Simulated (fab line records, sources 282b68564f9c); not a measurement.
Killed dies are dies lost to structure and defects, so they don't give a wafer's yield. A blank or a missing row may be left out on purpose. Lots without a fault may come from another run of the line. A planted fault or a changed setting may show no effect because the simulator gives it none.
fab line records | flow rit_cmos
record lots=5 wafers=15 last_day=7
route steps=202 shown M1@188
lots that met no fault: from a run of the same line without faults
start_h: hours from the record's first day to the start of the lot's first wafer shown | wait_h: hours since the lot's step before | " the same as in the row above | L1.1+2: a row that stands for several wafers | - no value, or no start given | * or withheld: withheld | < > ~ a bound
route shown NAME@n: a module of which the file shows steps, and the number in the route of the first | usual: mean/standard deviation of fault-free wafers | same: alike in all rows | chamber/n: place in a boat | sites: the reading at each site | _std_site: their standard deviation | _edge_site: outer sites' mean less inner sites' | radius_mm: how far each site lies from the wafer's centre | mask NAME#n: copy n | behind: the tool/chamber that last shaped the wafer | hold: why the lot was held/for how many hours/how that ended | device: the transistor (n, p or np) that didn't switch | end of line: the same wafers' tests at the end of the route | a step without rows: its recipe alone | killed: dies lost to structure and defects at the first sort, not the wafer's yield | map: a wafer's dies, x killed, . not, _ none there
set.NAME: the setting as run; set.NAME@STEP: as run at that earlier step | model.NAME: the simulator's own value behind a step, which no gauge read
lots at some steps of the route; a table a step, a row a wafer
services: from which hour (start_h, from the record's first day; less than 0 if before it) a tool's chamber was out of use, for how many hours, and why
## steps
# step RIT_M1_COAT_04
# recipe resist=NOVOLAK spin_rpm=2000 resist_thk_nm=1300
# columns lot.wafer tool chamber start_h wait_h
L074.2+4+5 litho_track-01 0 61.81 0.1
L082.1+4+5 litho_track-01 0 103.14 0.1
L084.1+2+5 litho_track-02 0 114.45 0.1
L088.2+4+6 litho_track-01 0 130.01 0.1
L092.1+5+6 litho_track-01 0 153.27 0.1
# step RIT_M1_SOFTBAKE_05
# recipe resist=NOVOLAK temp_c=90 time_s=60
# usual plate_temp_C=89.98/0.13
# columns lot.wafer tool chamber start_h wait_h plate_temp_C
L074.2 litho_track-01 0 61.96 0.1 90.24
L074.4 " 0 " " 90.10
L074.5 " 0 " " 90.13
L082.1 litho_track-01 0 103.29 0.1 89.88
L082.4 " 0 " " 90.08
L082.5 " 0 " " 89.90
L084.1 litho_track-02 0 114.60 0.1 89.87
L084.2 " 0 " " 89.97
L084.5 " 0 " " 89.87
L088.2 litho_track-01 0 130.16 0.1 89.98
L088.4 " 0 " " 90.12
L088.6 " 0 " " 90.14
L092.1 litho_track-01 0 153.42 0.1 90.02
L092.5 " 0 " " 89.87
L092.6 " 0 " " 90.08
# step RIT_M1_EXPOSE_06
# recipe mask_id=M12 na=0.6 source_shape=conventional sigma_outer=0.5 target_cd_nm=2600 dose_mj=250
# columns lot.wafer tool chamber start_h wait_h mask
L074.2+4+5 iline_stepper-01 0 62.23 0.2 M12#0
L082.1+4+5 iline_stepper-02 0 103.56 0.2 M12#0
L084.1+2+5 iline_stepper-01 0 114.88 0.2 M12#0
L088.2+4+6 iline_stepper-02 0 130.31 0.1 M12#0
L092.1+5+6 iline_stepper-01 0 153.57 0.1 M12#0
# step RIT_M1_PEB_07
# recipe resist=NOVOLAK temp_c=withheld time_s=withheld
# columns lot.wafer tool chamber start_h wait_h
L074.2+4+5 litho_track-02 0 62.35 0.1
L082.1+4+5 litho_track-01 0 103.68 0.1
L084.1+2+5 litho_track-04 0 114.99 0.1
L088.2+4+6 litho_track-01 0 130.43 0.1
L092.1+5+6 litho_track-04 0 153.69 0.1
# step RIT_M1_DEVELOP_08
# recipe resist=NOVOLAK develop_time_s=68 dev_temp_c=23
# usual developer_temp_C=23.01/0.11
# columns lot.wafer tool chamber start_h wait_h developer_temp_C
L074.2 litho_track-02 0 - - 23.00
L074.4 " 0 " " 22.98
L074.5 " 0 " " 22.87
L082.1 litho_track-01 0 - - 23.02
L082.4 " 0 " " 22.99
L082.5 " 0 " " 22.92
L084.1 litho_track-04 0 - - 22.85
L084.2 " 0 " " 23.09
L084.5 " 0 " " 22.93
L088.2 litho_track-01 0 - - 22.75
L088.4 " 0 " " 22.75
L088.6 " 0 " " 22.70
L092.1 litho_track-04 0 - - 23.12
L092.5 " 0 " " 23.04
L092.6 " 0 " " 22.97
# step RIT_M1_CD_MEAS_09
# recipe target_cd_nm=2600
# usual cd_nm=2599.2/2.3
# columns lot.wafer tool chamber start_h wait_h cd_nm
L074.2 cd_sem-02 - 62.66 - 2596.6
L074.4 " - " " 2597.9
L074.5 " - " " 2599.7
L082.1 cd_sem-02 - 103.99 - 2598.9
L082.4 " - " " 2598.4
L082.5 " - " " 2597.0
L084.1 cd_sem-02 - 115.31 - 2601.4
L084.2 " - " " 2600.8
L084.5 " - " " 2601.0
L088.2 cd_sem-01 - 130.74 - 2596.5
L088.4 " - " " 2599.2
L088.6 " - " " 2598.0
L092.1 cd_sem-02 - 154.00 - 2599.5
L092.5 " - " " 2601.6
L092.6 " - " " 2598.4
# step RIT_M1_OVL_MEAS_10
# usual M1_OVL=0.7/1.4
# columns lot.wafer tool chamber start_h wait_h M1_OVL[nm]
L074.2 overlay-01 - 62.76 0.1 2.2
L074.4 " - " " 0.1
L074.5 " - " " -0.6
L082.1 overlay-02 - 104.11 0.1 -1.3
L082.4 " - " " -0.2
L082.5 " - " " -1.3
L084.1 overlay-01 - 115.43 0.1 2.0
L084.2 " - " " 0.3
L084.5 " - " " 0.8
L088.2 overlay-02 - 130.84 0.1 0.3
L088.4 " - " " 1.1
L088.6 " - " " 1.1
L092.1 overlay-02 - 154.12 0.1 2.2
L092.5 " - " " 3.2
L092.6 " - " " 4.1
# step RIT_M1_HARDBAKE_11
# recipe resist=NOVOLAK temp_c=140 time_s=120
# usual plate_temp_C=140.02/0.14
# columns lot.wafer tool chamber start_h wait_h plate_temp_C
L074.2 litho_track-04 0 62.83 0.1 140.13
L074.4 " 0 " " 139.95
L074.5 " 0 " " 140.25
L082.1 litho_track-01 0 104.15 0.0 140.10
L082.4 " 0 " " 139.95
L082.5 " 0 " " 140.08
L084.1 litho_track-02 0 115.46 0.0 140.16
L084.2 " 0 " " 139.96
L084.5 " 0 " " 140.13
L088.2 litho_track-02 0 130.92 0.1 139.55
L088.4 " 0 " " 139.88
L088.6 " 0 " " 139.84
L092.1 litho_track-04 0 154.16 0.0 140.07
L092.5 " 0 " " 139.94
L092.6 " 0 " " 139.97
# step RIT_M1_METAL_ETCH_12
# recipe stop_on=SiO2 chemistry=Cl2/BCl3 target=Al time_s=165 over_etch_frac=0.5 pressure_mtorr=100 target_depth_a=6000 rf_w=250 Cl2_flow_sccm=60 bcl3_flow_sccm=50
# usual drypump_motor_current_A=5.53/0.3 oes_product_au=0.781/0.014 throttle_valve_pct=8.23/0.07
# columns lot.wafer tool chamber start_h wait_h drypump_motor_current_A oes_product_au rf_hours_counter_h throttle_valve_pct
L074.2 rie_metal-02 1 63.04 0.2 5.24 0.772 34 8.31
L074.4 " 1 " " 5.24 0.774 - 8.29
L074.5 " 1 " " 5.24 0.777 - 8.30
L082.1 rie_metal-02 1 104.40 0.2 5.25 0.771 35 8.28
L082.4 " 1 " " 5.25 0.784 - 8.29
L082.5 " 1 " " 5.26 0.774 - 8.30
L084.1 rie_metal-01 1 115.71 0.2 5.97 0.783 5 8.15
L084.2 " 0 " " 5.58 0.770 5 8.29
L084.5 " 0 " " 5.58 0.771 - 8.28
L088.2 rie_metal-02 1 131.12 0.2 5.24 0.769 36 8.29
L088.4 " 1 " " 5.26 0.785 - 8.30
L088.6 " 0 " " 6.06 0.784 - 8.14
L092.1 rie_metal-01 1 154.41 0.2 5.95 0.770 6 8.14
L092.5 " 1 " " 5.96 0.783 - 8.13
L092.6 " 0 " " 5.54 0.767 - 8.27
# step RIT_M1_STRIP_13
# recipe chemistry=nmp resist=NOVOLAK temp_c=80 time_s=600 dry=n2_spin
# columns lot.wafer tool chamber start_h wait_h
L074.2+4+5 wet_bench-02 0 63.21 0.1
L082.1+4+5 wet_bench-02 1 104.83 0.4
L084.1+2+5 wet_bench-02 1 115.88 0.1
L088.2+4+6 wet_bench-04 3 131.29 0.1
L092.1+5+6 wet_bench-04 0 154.57 0.1
# step RIT_M1_STRIP_14
# recipe chemistry=O2 time_s=180 platen_temp_c=withheld power_w=500 pressure_mtorr=4000 o2_flow_sccm=4000
# usual drypump_motor_current_A=5.75/0.28
# columns lot.wafer tool chamber start_h wait_h drypump_motor_current_A rf_hours_counter_h
L074.2 plasma_asher-04 0 63.38 0.0 5.22 43
L074.4 " 0 " " 5.22 -
L074.5 " 1 " " 5.77 -
L082.1 plasma_asher-01 0 105.04 0.0 5.72 44
L082.4 " 0 " " 5.73 -
L082.5 " 0 " " 5.74 -
L084.1 plasma_asher-04 0 116.07 0.0 5.19 48
L084.2 " 1 " " 5.76 48
L084.5 " 0 " " 5.23 -
L088.2 plasma_asher-01 1 131.48 0.0 6.06 48
L088.4 " 1 " " 6.08 -
L088.6 " 1 " " 6.05 -
L092.1 plasma_asher-02 0 154.74 0.0 5.77 37
L092.5 " 1 " " 6.02 -
L092.6 " 0 " " 5.79 -
# step RIT_M1_CD_MEAS_90
# recipe target_cd_nm=2600
# usual cd_nm=2599.3/2.6
# columns lot.wafer tool chamber start_h wait_h cd_nm
L074.2 cd_sem-01 - 63.58 0.1 2597.1
L074.4 " - " " 2600.5
L074.5 " - " " 2600.8
L082.1 cd_sem-02 - 105.22 0.1 2597.9
L082.4 " - " " 2598.2
L082.5 " - " " 2597.6
L084.1 cd_sem-02 - 116.30 0.2 2601.1
L084.2 " - " " 2600.1
L084.5 " - " " 2600.8
L088.2 cd_sem-01 - 131.67 0.1 2597.5
L088.4 " - " " 2600.6
L088.6 " - " " 2598.4
L092.1 cd_sem-02 - 154.92 0.1 2598.5
L092.5 " - " " 2601.6
L092.6 " - " " 2598.1
# step RIT_M1_ANNEAL_15
# recipe temp_c=450 time_s=1800 ambient=forming_gas_H2N2
# usual spike_tc_source_C=469.3/1 zone_power_centre_pct=19.47/0.2
# columns lot.wafer tool chamber start_h wait_h spike_tc_source_C zone_power_centre_pct
L074.2 furnace-02 0 63.68 0.1 469.8 19.60
L074.4 " 0 " " 467.7 19.88
L074.5 " 0 " " 468.7 19.59
L082.1 furnace-02 0 105.34 0.1 470.7 19.49
L082.4 " 0 " " 468.2 19.15
L082.5 " 0 " " 468.5 19.68
L084.1 furnace-02 0 116.42 0.1 471.0 19.45
L084.2 " 0 " " 469.9 19.42
L084.5 " 0 " " 468.4 19.91
L088.2 furnace-02 0 131.85 0.2 468.3 19.49
L088.4 " 0 " " 468.7 19.82
L088.6 " 0 " " 468.1 19.21
L092.1 furnace-02 0 155.04 0.1 468.9 19.54
L092.5 " 0 " " 469.3 19.49
L092.6 " 0 " " 470.5 19.56
# step RIT_M1_BOW_MEAS_16
# recipe mode=bow
# usual M1_BOW=17/7.2
# columns lot.wafer tool chamber start_h wait_h M1_BOW[um]
L074.2 film_metro-03 - 65.20 0.0 25
L074.4 " - " " 12
L074.5 " - " " 10
L082.1 film_metro-03 - 106.84 0.0 24
L082.4 " - " " 22
L082.5 " - " " 8
L084.1 film_metro-01 - 117.92 0.0 13
L084.2 " - " " 8
L084.5 " - " " 5
L088.2 film_metro-03 - 133.37 0.0 21
L088.4 " - " " 5
L088.6 " - " " 15
L092.1 film_metro-02 - 156.54 0.0 7
L092.5 " - " " 14
L092.6 " - " " 21
# step RIT_M1_PROBE_99
# usual defect_limited_yield=97.3/1.1 killed_at_contacts=0.1/0.37 killed_at_front_end=6.9/2.9 killed_dies=7.1/2.9 killed_open=3.3/1.8 killed_short=3.6/2.2 sort_bin_3_pad_short=0.2/0.25 sort_bin_5_function=1.4/0.75 sort_bin_6_memory=1.1/0.62 sort_n_pass=256.9/2.9 sort_yield_pct=97.3/1.1
# same gross_dies=264 killed_at_M0_to_M3=0 killed_at_M4_up=0 killed_at_back_side=0 killed_at_other=0
# columns lot.wafer tool chamber start_h wait_h defect_limited_yield[%] killed_at_contacts killed_at_front_end killed_dies killed_open killed_short sort_bin_3_pad_short[%] sort_bin_5_function[%] sort_bin_6_memory[%] sort_n_pass sort_yield_pct[%]
L074.2 prober-01 - 65.35 0.1 97.7 0 6 6 3 3 0 1.9 0.4 258.0 97.7
L074.4 prober-01 - 65.45 0.2 96.6 0 9 9 4 5 0.4 1.5 1.5 255.0 96.6
L074.5 prober-01 - 65.50 0.2 97.7 0 6 6 1 5 0 1.1 1.1 258.0 97.7
L082.1 prober-01 - 106.96 0.1 98.5 0 4 4 3 1 0 0.8 0.8 260.0 98.5
L082.4 prober-01 - 107.11 0.2 97.3 0 7 7 4 3 0.4 1.1 1.1 257.0 97.3
L082.5 prober-01 - 107.16 0.2 95.1 1 12 13 7 6 0 2.7 2.3 251.0 95.1
L084.1 prober-01 - 118.04 0.1 98.5 0 4 4 3 1 0 1.1 0.4 260.0 98.5
L084.2 prober-01 - 118.09 0.1 97.3 0 7 7 3 4 1.1 0.8 0.8 257.0 97.3
L084.5 prober-01 - 118.24 0.2 98.9 0 3 3 0 3 0.4 0 0.8 261.0 98.9
L088.2 prober-01 - 133.52 0.1 97.0 0 8 8 2 6 0.4 1.5 1.1 256.0 97.0
L088.4 prober-01 - 133.62 0.2 98.5 0 4 4 3 1 0 0.8 0.8 260.0 98.5
L088.6 prober-01 - 133.72 0.2 97.3 0 7 7 3 4 0.4 1.1 1.1 257.0 97.3
L092.1 prober-01 - 156.66 0.1 98.1 0 5 5 2 3 0 0.8 1.1 259.0 98.1
L092.5 prober-01 - 156.86 0.2 94.3 0 15 15 7 8 0.8 2.3 2.7 249.0 94.3
L092.6 prober-01 - 156.91 0.2 96.2 2 8 10 3 5 0.4 1.9 1.5 254.0 96.2
# killed by level:class
L074.2 REOX:geometric_particle:short=2 SILICIDE:geometric_particle:open=2 GATE:geometric_particle:open=1 GATE:geometric_particle:short=1
L074.4 GATE:geometric_particle:short=2 REOX:geometric_particle:open=2 SPACER:geometric_particle:short=2 FOX2:geometric_particle:open=1 GATE:geometric_particle:open=1 REOX:geometric_particle:short=1
L074.5 REOX:geometric_particle:short=3 FOX2:geometric_particle:short=1 REOX:geometric_particle:open=1 SPACER:geometric_particle:short=1
L082.1 GATE:geometric_particle:open=2 GATE:geometric_particle:short=1 SILICIDE:geometric_particle:open=1
L082.4 SPACER:geometric_particle:short=2 ACTIVE:geometric_particle:short=1 FOX1:geometric_particle:open=1 GATE:geometric_particle:open=1 REOX:geometric_particle:open=1 SPACER:geometric_particle:open=1
L082.5 GATE:geometric_particle:open=5 GATE:geometric_particle:short=4 SPACER:geometric_particle:short=1 SPACER:geometric_particle:open=1 SILICIDE:geometric_particle:short=1 CONTACT:geometric_particle:open=1
L084.1 SPACER:geometric_particle:open=2 GATE:geometric_particle:short=1 SILICIDE:geometric_particle:open=1
L084.2 FOX2:geometric_particle:short=2 FOX2:geometric_particle:open=1 GATE:geometric_particle:open=1 REOX:geometric_particle:short=1 SPACER:geometric_particle:short=1 SPACER:geometric_particle:open=1
L084.5 FOX1:geometric_particle:short=1 GATE:geometric_particle:short=1 SILICIDE:geometric_particle:short=1
L088.2 GATE:geometric_particle:short=4 FOX2:geometric_particle:short=1 FOX2:geometric_particle:open=1 GATE:geometric_particle:open=1 SPACER:geometric_particle:short=1
L088.4 GATE:geometric_particle:open=1 GATE:geometric_particle:short=1 REOX:geometric_particle:open=1 SILICIDE:geometric_particle:open=1
L088.6 FOX1:geometric_particle:open=2 FOX2:geometric_particle:short=1 GATE:geometric_particle:short=1 SPACER:geometric_particle:short=1 SPACER:geometric_particle:open=1 SILICIDE:geometric_particle:short=1
L092.1 GATE:geometric_particle:short=2 FOX2:geometric_particle:open=1 FOX2:geometric_particle:short=1 GATE:geometric_particle:open=1
L092.5 REOX:geometric_particle:open=3 GATE:geometric_particle:open=2 GATE:geometric_particle:short=2 REOX:geometric_particle:short=2 SILICIDE:geometric_particle:open=2 SILICIDE:geometric_particle:short=2 FOX1:geometric_particle:short=1 FOX2:geometric_particle:short=1
L092.6 FOX1:geometric_particle:open=2 SILICIDE:geometric_particle:short=2 CONTACT:coat_microbubble_printed=2 FOX1:geometric_particle:short=1 FOX2:geometric_particle:short=1 GATE:geometric_particle:open=1 SPACER:geometric_particle:short=1
## services
# columns tool chamber start_h hours kind
plasma_asher-02 - 58.08 9.8 repair
plasma_asher-02 - 67.84 9.9 pm
iline_stepper-01 - 75.03 0.8 repair
rie_metal-02 0 77.82 49.2 repair
plasma_asher-04 - 94.35 2.1 repair
plasma_asher-04 - 100.74 0.8 repair
rie_metal-02 1 113.30 3.3 repair
rie_metal-01 1 132.65 2.8 repair
rie_metal-02 - 136.12 20.0 pm
rie_metal-02 0 136.12 20.0 vent_cycle
rie_metal-02 1 136.12 20.0 vent_cycle
iline_stepper-02 - 137.05 6.8 repair
iline_stepper-01 - 143.87 1.7 pm
## key
fault none
